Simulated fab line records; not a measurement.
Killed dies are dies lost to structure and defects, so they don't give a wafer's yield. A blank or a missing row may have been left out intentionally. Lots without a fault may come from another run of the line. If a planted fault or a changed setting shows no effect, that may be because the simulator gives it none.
Split-lot trial || flow berkeley-cmos170 || on a route of 331 steps: 5 lots, 23 wafers read

== THE SPLIT ITSELF ==
At UCB170_V1_CMP_02 (polishes SiO2), the setting leave-above-ref-nm was moved away from the recipe's 1000 nm on 7 of the 23 wafers read, by -4.8% to +4.1%. For the rest of the wafers, this setting stayed at what the recipe calls for.

The file shows no step between the split and the reading.

== THE READING ==
Values of V1_POLISHED_THK in nm from UCB170_V1_THK_MEAS_04. On this fab line, fault-free wafers typically give 1000.2 nm with a standard deviation of 1.6 nm.

{"wafer": "L076.1", "tool, chamber at the split": "cmp-02, 1", "leave-above-ref-nm as run, nm": 1000, "against the recipe": "recipe", "V1_POLISHED_THK, nm": 1001.1, "against lot-mates on the recipe": "-"}
{"wafer": "L076.2", "tool, chamber at the split": "cmp-02, 2", "leave-above-ref-nm as run, nm": 1000, "against the recipe": "recipe", "V1_POLISHED_THK, nm": 1000.2, "against lot-mates on the recipe": "-"}
{"wafer": "L076.3", "tool, chamber at the split": "cmp-02, 3", "leave-above-ref-nm as run, nm": 1000, "against the recipe": "recipe", "V1_POLISHED_THK, nm": 1000.0, "against lot-mates on the recipe": "-"}
{"wafer": "L076.4", "tool, chamber at the split": "cmp-02, 0", "leave-above-ref-nm as run, nm": 974.3, "against the recipe": "-2.6%", "V1_POLISHED_THK, nm": 975.7, "against lot-mates on the recipe": -24.7}
{"wafer": "L076.5", "tool, chamber at the split": "cmp-02, 2", "leave-above-ref-nm as run, nm": 974.3, "against the recipe": "-2.6%", "V1_POLISHED_THK, nm": 973.8, "against lot-mates on the recipe": -26.6}
{"wafer": "L080.2", "tool, chamber at the split": "cmp-02, 0", "leave-above-ref-nm as run, nm": 952, "against the recipe": "-4.8%", "V1_POLISHED_THK, nm": 951.4, "against lot-mates on the recipe": -47.1}
{"wafer": "L080.3", "tool, chamber at the split": "cmp-02, 2", "leave-above-ref-nm as run, nm": 952, "against the recipe": "-4.8%", "V1_POLISHED_THK, nm": 952.2, "against lot-mates on the recipe": -46.3}
{"wafer": "L080.4", "tool, chamber at the split": "cmp-02, 3", "leave-above-ref-nm as run, nm": 952, "against the recipe": "-4.8%", "V1_POLISHED_THK, nm": 949.0, "against lot-mates on the recipe": -49.5}
{"wafer": "L080.5", "tool, chamber at the split": "cmp-02, 2", "leave-above-ref-nm as run, nm": 1000, "against the recipe": "recipe", "V1_POLISHED_THK, nm": 998.2, "against lot-mates on the recipe": "-"}
{"wafer": "L080.6", "tool, chamber at the split": "cmp-02, 3", "leave-above-ref-nm as run, nm": 1000, "against the recipe": "recipe", "V1_POLISHED_THK, nm": 998.9, "against lot-mates on the recipe": "-"}
{"wafer": "L081.1", "tool, chamber at the split": "cmp-01, 1", "leave-above-ref-nm as run, nm": 1000, "against the recipe": "recipe", "V1_POLISHED_THK, nm": 1002.2, "against lot-mates on the recipe": "-"}
{"wafer": "L081.2", "tool, chamber at the split": "cmp-01, 2,0", "leave-above-ref-nm as run, nm": 1000, "against the recipe": "recipe", "V1_POLISHED_THK, nm": 999.5, "against lot-mates on the recipe": "-"}
{"wafer": "L081.4", "tool, chamber at the split": "cmp-01, 3", "leave-above-ref-nm as run, nm": 1041, "against the recipe": "+4.1%", "V1_POLISHED_THK, nm": 1040.8, "against lot-mates on the recipe": "+40.5"}
{"wafer": "L081.5", "tool, chamber at the split": "cmp-01, 2,0", "leave-above-ref-nm as run, nm": 1000, "against the recipe": "recipe", "V1_POLISHED_THK, nm": 999.1, "against lot-mates on the recipe": "-"}
{"wafer": "L081.6", "tool, chamber at the split": "cmp-01, 1", "leave-above-ref-nm as run, nm": 1041, "against the recipe": "+4.1%", "V1_POLISHED_THK, nm": 1043.4, "against lot-mates on the recipe": "+43.1"}
{"wafer": "L082.1", "tool, chamber at the split": "cmp-02, 1", "leave-above-ref-nm as run, nm": 1000, "against the recipe": "recipe", "V1_POLISHED_THK, nm": 999.4, "against lot-mates on the recipe": "-"}
{"wafer": "L082.3", "tool, chamber at the split": "cmp-02, 2", "leave-above-ref-nm as run, nm": 1000, "against the recipe": "recipe", "V1_POLISHED_THK, nm": 998.9, "against lot-mates on the recipe": "-"}
{"wafer": "L082.4", "tool, chamber at the split": "cmp-02, 3", "leave-above-ref-nm as run, nm": 1000, "against the recipe": "recipe", "V1_POLISHED_THK, nm": 998.1, "against lot-mates on the recipe": "-"}
{"wafer": "L082.5", "tool, chamber at the split": "cmp-02, 2", "leave-above-ref-nm as run, nm": 1000, "against the recipe": "recipe", "V1_POLISHED_THK, nm": 997.4, "against lot-mates on the recipe": "-"}
{"wafer": "L082.6", "tool, chamber at the split": "cmp-02, 3", "leave-above-ref-nm as run, nm": 1000, "against the recipe": "recipe", "V1_POLISHED_THK, nm": 999.7, "against lot-mates on the recipe": "-"}
{"wafer": "L084.2", "tool, chamber at the split": "cmp-02, 3", "leave-above-ref-nm as run, nm": 1000, "against the recipe": "recipe", "V1_POLISHED_THK, nm": 996.9, "against lot-mates on the recipe": "-"}
{"wafer": "L084.4", "tool, chamber at the split": "cmp-02, 0", "leave-above-ref-nm as run, nm": 1000, "against the recipe": "recipe", "V1_POLISHED_THK, nm": 999.4, "against lot-mates on the recipe": "-"}
{"wafer": "L084.6", "tool, chamber at the split": "cmp-02, 1", "leave-above-ref-nm as run, nm": 1000, "against the recipe": "recipe", "V1_POLISHED_THK, nm": 998.5, "against lot-mates on the recipe": "-"}
If several chambers appear in one row, that row covers several wafers at once and the file leaves open which wafer was in which chamber.

FIT RESULTS
A straight line over all 23 wafers: V1_POLISHED_THK changes by +10.2 nm for each +1% of leave-above-ref-nm; r = +1.00; the points scatter about the line by 1.4 nm.
The same after taking each lot's own level away (the mean of its wafers on the recipe; 23 wafers): +10 nm for each +1%; r = +1.00; scatter 1.1 nm.
According to that fit, moving leave-above-ref-nm by its largest amount changes the reading by 48 nm.
Measured against the standard deviation above, the lots' own levels, which go from 998.27 to 1000.43 nm, span 1.4 times it.
The two slopes are in agreement: the lot-to-lot level therefore moves the slope only a little.
Check: for one of the wafers moved furthest among these (-4.8%), held out of the fit, the line's prediction against its lot-mates is -48.3 nm. Against them it came out at -47.1 nm.

== FURTHER SPLITS ON THESE WAFERS ==
Other splits were also applied to these wafers ahead of the reading. Each is held against what the fit with the lots' levels taken away leaves over:
{"other split on the same wafers": "UCB170_M1_METAL_ETCH_12 time-s", "wafers away from the commonest value": 6, "r with V1_POLISHED_THK (lot level and that fit taken away)": "+0.04"}

== THE WHOLE CHAIN: every reading that the file lists as answering this split, in the file's order ==
{"step": "UCB170_V1_CMP_02", "what it does": "polishes SiO2", "reading": "SiO2_of_V1_CVD_00.thk-nm (the simulator's own value, which no gauge read)", "change (the file's fit)": "+10.1 nm for each +1% of the setting", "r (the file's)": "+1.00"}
{"step": "UCB170_V1_THK_MEAS_04", "what it does": "", "reading": "V1_POLISHED_THK", "change (the file's fit)": "+10 for each +1% of the setting", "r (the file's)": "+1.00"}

== THE FILE'S OWN FIT ==
V1_POLISHED_THK changes by +10 nm for each +1% of leave-above-ref-nm, r = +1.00.
